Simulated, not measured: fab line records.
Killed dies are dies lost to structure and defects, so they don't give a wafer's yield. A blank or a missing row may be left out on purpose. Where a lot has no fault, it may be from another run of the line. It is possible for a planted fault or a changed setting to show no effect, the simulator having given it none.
Chamber matching -- flow berkeley cmos170 -- UCB170_GATE_ETCH_15 on rie si-01 has 4 sister chambers
The step etches poly-Si in HBr/Cl2, stops on SiO2, time 56.3 s, target depth 278.2 nm. 18 wafers are shown with their chamber, then 9 later ones without.

WAFERS, EACH WITH ITS CHAMBER
wafer,chamber,drypump motor current A (A),throttle valve pct (%),oes product au (a.u.)
L925.3,2,6.2,26.58,0.827
L925.4,1,4.7,26.16,0.852
L925.6,3,6.3,25.98,0.839
L928.1,2,6.2,26.57,0.825
L928.3,3,6.3,25.98,0.833
L928.4,0,6.4,26.40,0.840
L930.3,2,6.2,26.57,0.836
L930.4,1,4.7,26.16,0.854
L930.5,2,6.2,26.58,0.835
L938.1,2,6.1,26.57,0.832
L938.2,3,6.3,25.99,0.826
L938.5,1,4.7,26.17,0.843
L941.1,1,4.7,26.17,0.852
L941.3,2,6.1,26.57,0.824
L941.6,0,6.4,26.38,0.843
L943.2,2,6.1,26.60,0.818
L943.3,3,6.3,25.96,0.823
L943.4,1,4.7,26.16,0.850

SIGNATURES (means of the wafers above)
reading,chamber 0,chamber 1,chamber 2,chamber 3,scatter within a chamber
drypump motor current A,6.400,4.700,6.157,6.300,0.035
throttle valve pct,26.3900,26.1640,26.5771,25.9775,0.0105
oes product au,0.84150,0.85020,0.82814,0.83025,0.0059
Rule: distance of a wafer from a chamber = root of the sum over the readings of ((wafer's reading minus chamber's mean) / reading's scatter) squared. If the next closest chamber is less than 2 further off than the closest, the wafer can't be placed; otherwise it belongs to the closest. The scatter: take each reading less its chamber's mean, square it, sum over the shown wafers, divide by the number of wafers less the number of chambers, and take the root.

WAFERS WHOSE CHAMBER IS MISSING
wafer,drypump motor current A (A),throttle valve pct (%),oes product au (a.u.)
L945.1,4.7,26.17,0.846
L945.4,6.4,26.39,0.822
L945.5,6.3,26.00,0.828
L946.2,6.1,26.57,0.828
L946.3,6.3,26.38,0.842
L946.5,6.3,26.36,0.824
L948.1,6.4,26.38,0.829
L948.2,6.2,26.56,0.825
L948.3,6.3,25.99,0.821

WHICH CHAMBER EACH WENT THROUGH
wafer,from the rows above,in truth
L945.1,1,1
L945.4,0,0
L945.5,3,3
L946.2,2,2
L946.3,0,0
L946.5,0,0
L948.1,0,0
L948.2,2,2
L948.3,3,3
Correctly placed: 9 of 9. Left unplaced by these rows: 0. Wrongly placed: 0.
